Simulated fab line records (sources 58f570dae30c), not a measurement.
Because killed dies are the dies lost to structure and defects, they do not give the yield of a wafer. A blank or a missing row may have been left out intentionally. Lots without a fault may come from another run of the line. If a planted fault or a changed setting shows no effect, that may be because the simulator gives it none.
What tool caused it?	flow berkeley_cmos170	14 lots, 42 wafers sampled, at 4 steps of a route of 331

WHAT THE GAUGES READ, wafer by wafer
UCB170_SILICIDE_RS_MEAS_02: uses a four-point probe to measure.
lot	measured	on	SILICIDE_TI_RS (ohm/sq)
L407	day 7 10:22	film_metro-01	26.5 26.9 26.0
L408	day 8 15:27	film_metro-01	25.8 25.7 26.4
L409	day 9 09:22	film_metro-03	26.2 25.8 25.1
L410	day 9 09:31	film_metro-04	26.9 27.0 27.2
L411	day 9 09:51	film_metro-04	26.0 26.6 26.9
L413	day 9 13:32	film_metro-01	26.3 26.0 26.6
L414	day 9 13:32	film_metro-04	26.2 25.9 25.1
L416	day 9 22:08	film_metro-01	26.5 26.8 26.6
L419	day 10 05:50	film_metro-04	25.3 26.1 25.9
L424	day 11 12:17	film_metro-03	25.3 26.0 26.1
L428	day 12 03:11	film_metro-01	26.8 26.4 26.3
L426	day 12 07:20	film_metro-01	26.0 26.1 26.1
L430	day 12 22:50	film_metro-01	26.5 26.4 26.4
L429	day 14 04:29	film_metro-04	26.0 26.3 26.2

UCB170_CONTACT_CD_MEAS_15: the cd target is 700 nm.
lot	measured	on	cd_nm (nm)
L407	day 7 15:54	cd_sem-02	702.1 701.0 702.5
L408	day 8 21:34	cd_sem-01	698.7 699.0 699.3
L409	day 9 13:58	cd_sem-02	700.1 700.6 699.1
L410	day 9 14:26	cd_sem-02	698.7 698.9 698.0
L411	day 9 14:41	cd_sem-01	700.6 700.2 700.3
L413	day 9 17:52	cd_sem-02	700.8 701.0 700.3
L414	day 9 17:54	cd_sem-01	700.5 700.1 700.6
L416	day 10 02:24	cd_sem-02	701.2 702.2 702.2
L419	day 10 12:35	cd_sem-02	702.1 702.8 701.5
L424	day 11 19:11	cd_sem-02	698.0 698.5 698.4
L428	day 12 08:10	cd_sem-02	702.2 702.9 703.4
L426	day 12 13:39	cd_sem-01	700.1 699.6 698.9
L430	day 13 02:57	cd_sem-01	697.9 696.8 697.4
L429	day 14 11:13	cd_sem-02	699.0 699.5 699.9

UCB170_V1_BOW_MEAS_03.
lot	measured	on	V1_BOW (um)
L407	day 7 23:28	film_metro-04	25 16 22
L408	day 9 02:14	film_metro-02	18 24 36
L409	day 9 18:17	film_metro-02	31 32 25
L410	day 9 19:38	film_metro-02	22 12 14
L411	day 9 19:56	film_metro-01	19 9 21
L413	day 9 22:25	film_metro-02	13 25 21
L414	day 9 23:44	film_metro-04	18 28 25
L416	day 10 07:28	film_metro-02	15 12 19
L419	day 10 18:20	film_metro-01	13 10 18
L424	day 12 00:34	film_metro-02	24 23 23
L428	day 12 13:01	film_metro-01	6 16 22
L426	day 12 17:59	film_metro-02	24 16 21
L430	day 13 07:17	film_metro-01	20 9 21
L429	day 14 16:26	film_metro-02	7 17 19

WHICH TOOL RAN EACH LOT (tool, then ch and the chambers of the sampled wafers, then the start)
lot	UCB170_M1_ETCH_11
L407	rie_diel-03 ch 0,1,3, day 7 21:13
L408	rie_diel-01 ch 0,1,2, day 9 00:00
L409	rie_diel-03 ch 1,2, day 9 16:02
L410	rie_diel-03 ch 0,3, day 9 16:46
L411	rie_diel-04 ch 0,1,2, day 9 16:58
L413	rie_diel-01 ch 0,1, day 9 20:08
L414	rie_diel-04 ch 1,3, day 9 20:16
L416	rie_diel-01 ch 1,3, day 10 05:14
L419	rie_diel-01 ch 0,3, day 10 16:00
L424	rie_diel-03 ch 0,1,2, day 11 21:44
L428	rie_diel-03 ch 0,1,2, day 12 10:18
L426	rie_diel-04 ch 0,1,2, day 12 15:44
L430	rie_diel-03 ch 0,1,3, day 13 05:02
L429	rie_diel-01 ch 1,2,3, day 14 13:20
- UCB170_M1_ETCH_11: etches BARC in N2/H2.

WHAT THE TOOLS THEMSELVES READ (means of the sampled wafers that have a number; where no wafer has one, the mark that the record gives instead)
UCB170_M1_ETCH_11.
lot	tool	bias_w (W)	drypump_motor_current_A (A)	n2_flow_sccm (sccm)	oes_product_au (a.u.)	throttle_valve_pct (%)
L407	rie_diel-03	100.08	5.7	99.97	0.997	13.37
L408	rie_diel-01	100.04	5.7	100.14	1.010	13.33
L409	rie_diel-03	99.76	5.9	100.16	0.999	13.63
L410	rie_diel-03	100.05	5.9	100.03	0.994	13.20
L411	rie_diel-04	100.03	5.6	99.79	0.997	13.08
L413	rie_diel-01	100.05	5.8	100.00	1.015	13.32
L414	rie_diel-04	99.64	5.6	100.11	0.998	13.44
L416	rie_diel-01	95.21	5.2	99.92	0.954	13.27
L419	rie_diel-01	95.56	5.7	99.95	0.989	13.29
L424	rie_diel-03	99.88	5.7	99.99	0.990	13.49
L428	rie_diel-03	99.82	5.7	99.88	0.992	13.49
L426	rie_diel-04	100.31	5.6	99.82	0.989	13.08
L430	rie_diel-03	99.87	5.7	99.88	0.997	13.38
L429	rie_diel-01	99.99	5.4	100.12	0.977	13.29

THE ANSWER, worked out from the rows above alone
Rule: the usual values come from the lots themselves. Put in order of their means at a reading, lots are off if they are a third of the lots or fewer, leave a main group of 4 or more, and stand apart from it by a gap of 3 or more times the standard deviation of the main group's means; of several such gaps the widest counts. Not used: any main group whose means are identical at the precision the tables above print for the reading. Also off: a lot with no number at a reading for which 4 or more lots have one. Where the step has rows for the other lots, those lots are counted as sound. The gauges are gone through in route order, then the tools' own readings, and for those a lot's mean is taken as printed above. At the first step where some lot is off, the reading lying furthest off is the one used; lots without a number count as furthest.
Off, at UCB170_M1_ETCH_11 on bias_w: L416, L419. Mean 99.96 W and standard deviation 0.17 in the main group.
A tool fits if, at that step or a process step before it, it ran every lot that is off, and no sound lot after the first of them. Of those tried, none fits.

WHAT THE SIMULATOR PUT IN
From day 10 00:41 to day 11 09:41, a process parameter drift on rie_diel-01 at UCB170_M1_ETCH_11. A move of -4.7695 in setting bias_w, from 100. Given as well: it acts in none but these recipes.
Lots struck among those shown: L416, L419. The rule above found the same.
